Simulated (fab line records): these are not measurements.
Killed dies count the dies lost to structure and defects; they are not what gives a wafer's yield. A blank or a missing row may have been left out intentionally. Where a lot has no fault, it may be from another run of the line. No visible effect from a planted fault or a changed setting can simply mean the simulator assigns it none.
A single fault, viewed from 2 desks || flow berkeley cmos170 || numbers are kept per desk, each desk with only its own; the story behind them comes last

THE METROLOGY DESK
What the gauges read, lot by lot, whatever tool the lot ran on: means of the sampled wafers that have a number. Marked OUT: a lot whose mean sits more than 4 standard deviations from the usual mean, which makes it out of limits; the brackets give that distance.
Columns: A = cd nm at UCB170_PLDD_CD_MEAS_06, usual 1200.3 nm
{"lot": "L793", "first seen here": "day 7 05:14", "A": 1201.3}
{"lot": "L792", "first seen here": "day 7 05:19", "A": 1200.5}
{"lot": "L794", "first seen here": "day 7 12:25", "A": 1199.1}
{"lot": "L795", "first seen here": "day 8 02:37", "A": 1199.8}
{"lot": "L797", "first seen here": "day 8 02:55", "A": "1211.5 (+9.3) OUT"}
{"lot": "L803", "first seen here": "day 9 00:11", "A": "1209.7 (+7.8) OUT"}
{"lot": "L802", "first seen here": "day 9 00:26", "A": "1209.1 (+7.3) OUT"}
{"lot": "L801", "first seen here": "day 9 00:43", "A": 1199.8}
{"lot": "L800", "first seen here": "day 9 00:59", "A": "1205.4 (+4.2) OUT"}
{"lot": "L805", "first seen here": "day 9 07:28", "A": 1202.3}
{"lot": "L806", "first seen here": "day 10 00:09", "A": 1201.1}
{"lot": "L810", "first seen here": "day 10 10:14", "A": 1199.5}
{"lot": "L813", "first seen here": "day 11 10:58", "A": 1201.7}
This desk's verdict: out of limits on L797, L800, L802, L803, starting with L797 at day 8 02:55 (cd nm at UCB170_PLDD_CD_MEAS_06). L793, L792, L794, L795, L801, L805, L806, L810, L813: within limits.

AT THE TOOL OWNER'S DESK: krf scanner-01
The tool's own readings at UCB170_PLDD_EXPOSE_03 (exposes mask PSELECT, target cd 1200 nm): means of the sampled wafers that have a number, for each lot that ran on this tool. Marked OUT: a lot whose mean sits more than 4 standard deviations from the usual mean, which makes it out of limits; the brackets give that distance.
Columns: A = exposure dose mJ cm2 at UCB170_PLDD_EXPOSE_03, usual 30.005
{"lot": "L793", "first seen here": "day 7 04:19", "A": 30.038}
{"lot": "L792", "first seen here": "day 7 04:23", "A": 30.007}
{"lot": "L795", "first seen here": "day 8 01:32", "A": 30.004}
{"lot": "L797", "first seen here": "day 8 02:04", "A": "31.922 (+77) OUT"}
{"lot": "L803", "first seen here": "day 8 23:40", "A": "31.554 (+62) OUT"}
{"lot": "L802", "first seen here": "day 8 23:54", "A": "31.502 (+60) OUT"}
{"lot": "L800", "first seen here": "day 9 00:35", "A": "30.965 (+38) OUT"}
This desk's verdict: out of limits on L797, L800, L802, L803, starting with L797 at day 8 02:04 (exposure dose mJ cm2 at UCB170_PLDD_EXPOSE_03). L793, L792, L795: within limits.

ALL TOGETHER
An alarm could have come from the tool owner's desk at day 8 02:04, on L797, L800, L802, L803.
The metrology desk could have raised an alarm at day 8 02:55, on L797, L800, L802, L803.
The lots listed all ran UCB170_PLDD_EXPOSE_03 on krf scanner-01.

WHAT WAS PUT IN BY THE SIMULATOR
Drift in process parameters on krf scanner-01 at UCB170_PLDD_EXPOSE_03, starting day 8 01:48. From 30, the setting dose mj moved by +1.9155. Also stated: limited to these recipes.
Shown lots that were struck: L797, L800, L802, L803.
Time in hours from fault onset to the first out-of-limits reading at each desk: tool owner's desk 0, metrology desk 1.
